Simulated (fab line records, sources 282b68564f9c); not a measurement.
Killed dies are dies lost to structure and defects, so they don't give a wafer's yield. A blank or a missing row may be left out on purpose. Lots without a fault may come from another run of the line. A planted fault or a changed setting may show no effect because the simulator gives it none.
Problem report in the 8D (eight disciplines) form, filled by code | flow rit_cmos | the parts of the form that need people (team, actions taken, sign-off) are left out

1. THE PROBLEM
GATE_POLY_THK at RIT_GATE_THK_MEAS_09 reads a mean of 168.8 nm on 3 wafers of 1 lot; wafers without a fault read 248.6 nm with a standard deviation of 2.4. That is -33 standard deviations from the usual mean.
First seen on wafer L213.3, day 3 05:43, on film_metro-04. The record holds 36 wafers of 12 lots with a number at this step. Rule for "out", or "out of limits": more than 4 standard deviations from the usual mean. The other wafers with a number count as sound.

2. WHAT IT IS AND WHAT IT IS NOT
question                    | is                     | is not
which readings at this step | GATE_POLY_THK          | -
which lots                  | L213                   | L210, L211, L212, L216, L224, L228, L229, L230, L231, L232, L233
which wafers of those lots  | all that have a number | -
read on which gauges        | film_metro-04          | film_metro-01, film_metro-03
when                        | from day 3 05:43       | up to then (9 sound wafers); but 24 sound wafers of L216, L224, L228, L229, L230, L231, L232, L233 came after

3. SUSPECTS, AND WHAT RULES EACH OUT
Counting: a tool at a process step up to the reading stays a suspect if it ran every lot that is out and no sound lot after the first of them.
- the gauge at RIT_GATE_THK_MEAS_09: ruled out. All the wafers that are out were read on film_metro-04, but those of them that RIT_GATE_ETCH_19 has rows for are out there too, on other tools.
- lpcvd-01 at RIT_GATE_CVD_08 (deposits poly-Si from SiH4, target thk 250 nm, time 2220 s): ruled out as a lasting fault. Sound lots L229, L230, L232, L233 ran on it after its first lot that is out, L213 (day 3 04:04).
Left after counting: nothing in the record.

4. THE CAUSE (what the simulator had put in)
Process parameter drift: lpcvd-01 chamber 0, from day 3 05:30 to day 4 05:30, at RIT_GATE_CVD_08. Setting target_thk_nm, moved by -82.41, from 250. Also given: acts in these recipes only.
Counting ruled it out, wrongly: the rule takes a fault to strike every lot that its tool runs from its start on, and this one did not.

5. THE CHAIN OF EFFECTS, in route order
Each row: a reading whose mean over the struck wafers that have a number lies more than 3 standard deviations from the usual. Only readings for which the record gives a usual standard deviation are gone through. hours: the time from each lot's start at the first step in this table that gives one to its start at this step, as a median over the lots. sigmas: the change in usual standard deviations.
hours | step                 | reading        | usual      | on struck wafers | change | sigmas
0     | RIT_GATE_THK_MEAS_09 | GATE_POLY_THK  | 248.6 nm   | 168.8            | -79.8  | -33
1     | RIT_GATE_ETCH_19     | oes_product_au | 0.842 a.u. | 0.638            | -0.204 | -11
The process steps in it:
- RIT_GATE_ETCH_19: etches poly-Si in SF6/CHF3/O2, stops on SiO2, time 165 s, target depth 312.5 nm.
Later measuring or inspecting steps at which every struck wafer that the step has a row for has a number for every such reading, and none has moved that far: RIT_NSD_TW_MEAS_10, RIT_CONTACT_OVL_MEAS_09.

6. WHAT WOULD HAVE CAUGHT IT SOONER
In this record the first reading out of limits at a measuring or inspecting step was taken at day 3 05:43, 0 hours after the fault began at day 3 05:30.
Of the tool readings at RIT_GATE_CVD_08 for which the record gives a usual standard deviation, none was out on any struck wafer, so an alarm limit of 4 standard deviations on them would not have fired.
